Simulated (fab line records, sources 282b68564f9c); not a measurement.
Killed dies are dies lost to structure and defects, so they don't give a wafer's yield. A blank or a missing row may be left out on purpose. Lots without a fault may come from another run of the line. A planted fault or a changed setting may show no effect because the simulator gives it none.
Split-lot experiment | flow rit_cmos | 5 lots, 23 wafers read, on a route of 202 steps

THE SPLIT
At RIT_PSD_IMPLANT_08, the setting energy_kev was moved away from the recipe's 27 on 10 of the 23 wafers read, by -4.9% to +4.6%. The other wafers ran this setting at the recipe's value.

FROM THE SPLIT TO THE READING: what the file shows between them, 4 steps
- RIT_SDANNEAL_CLEAN_00: cleans in SC1, time 600 s (also split here: time_s)
- RIT_SDANNEAL_CLEAN_01: cleans in dHF, time 30 s
- RIT_SDANNEAL_CLEAN_02: cleans in SC2, time 600 s
- RIT_SDANNEAL_RTA_03: time 5 s

THE READING
PSD_RS, in ohm/sq, at RIT_SDANNEAL_RS_MEAS_04 (measures by four-point-probe). Fault-free wafers of this fab line usually give 115.94 ohm/sq, standard deviation 0.27 ohm/sq.

wafer  | tool, chamber at the split | energy_kev as run | against the recipe | PSD_RS, ohm/sq | against lot-mates on the recipe
L074.1 | implanter-02, 0            | 25.69             | -4.9%              | 119.18         | +3.34
L074.2 | implanter-02, 0            | 27                | recipe             | 116.01         | -
L074.3 | implanter-02, 0            | 25.69             | -4.9%              | 119.22         | +3.38
L074.4 | implanter-02, 0            | 25.69             | -4.9%              | 119.10         | +3.25
L074.6 | implanter-02, 0            | 27                | recipe             | 115.68         | -
L076.2 | implanter-02, 0            | 27                | recipe             | 115.98         | -
L076.4 | implanter-02, 0            | 27                | recipe             | 116.30         | -
L076.6 | implanter-02, 0            | 27                | recipe             | 116.16         | -
L078.1 | implanter-03, 0            | 27                | recipe             | 115.92         | -
L078.2 | implanter-03, 0            | 27                | recipe             | 115.73         | -
L078.3 | implanter-03, 0            | 27.71             | +2.6%              | 114.32         | -1.44
L078.4 | implanter-03, 0            | 27.71             | +2.6%              | 114.77         | -0.99
L078.5 | implanter-03, 0            | 27                | recipe             | 115.63         | -
L079.1 | implanter-02, 0            | 27                | recipe             | 115.97         | -
L079.2 | implanter-02, 0            | 27                | recipe             | 116.17         | -
L079.4 | implanter-02, 0            | 28.2              | +4.4%              | 113.79         | -2.23
L079.5 | implanter-02, 0            | 27                | recipe             | 115.92         | -
L079.6 | implanter-02, 0            | 28.2              | +4.4%              | 113.67         | -2.35
L083.1 | implanter-03, 0            | 28.23             | +4.6%              | 113.50         | -2.50
L083.2 | implanter-03, 0            | 27                | recipe             | 115.83         | -
L083.3 | implanter-03, 0            | 28.23             | +4.6%              | 113.18         | -2.82
L083.4 | implanter-03, 0            | 28.23             | +4.6%              | 113.59         | -2.41
L083.5 | implanter-03, 0            | 27                | recipe             | 116.17         | -

THE FIT
A straight line over all 23 wafers: PSD_RS changes by -0.591 ohm/sq for each +1% of energy_kev; r = -0.99; the points scatter about the line by 0.24 ohm/sq.
The same after taking each lot's own level away (the mean of its wafers on the recipe; 23 wafers): -0.602 ohm/sq for each +1%; r = -0.99; scatter 0.23 ohm/sq.
On that fit, the largest move of energy_kev shifts the reading by 2.9 ohm/sq.
The lots' own levels span 115.760 to 116.147 ohm/sq, that is 1.4 times the standard deviation above.
So the lot-to-lot level changes the slope little: the two slopes agree.
Check: with one of the wafers moved furthest among these (-4.9%) left out of the fit, the line predicts +2.99 ohm/sq for it against its lot-mates. It came out at +3.34 ohm/sq against them.

OTHER SPLITS ON THESE WAFERS
These wafers also went through other splits before the reading. Each is held against what the fit with the lots' levels taken away leaves over:
other split on the same wafers   | wafers away from the commonest value | r with PSD_RS (lot level and that fit taken away)
RIT_PLDD_IMPLANT_08 tilt_deg     | 8                                    | +0.07
RIT_SPACER_CVD_03 pressure_mtorr | 18                                   | -0.11
RIT_SDANNEAL_CLEAN_00 time_s     | 15                                   | +0.17

THE WHOLE CHAIN: every reading that the file lists as answering this split, in the file's order
step                    | what it does                 | reading                                                         | change (the file's fit)                | r (the file's)
RIT_PSD_IMPLANT_08      |                              | implant.rp_nm (the simulator's own value, which no gauge read)  | +0.176 nm for each +1% of the setting  | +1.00
RIT_PSD_IMPLANT_08      |                              | implant.drp_nm (the simulator's own value, which no gauge read) | +0.0847 nm for each +1% of the setting | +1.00
RIT_SDANNEAL_RS_MEAS_04 | measures by four-point-probe | PSD_RS                                                          | -0.581 for each +1% of the setting     | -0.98

THE FILE'S OWN FIT
PSD_RS changes by -0.581 ohm/sq for each +1% of energy_kev, r = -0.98.
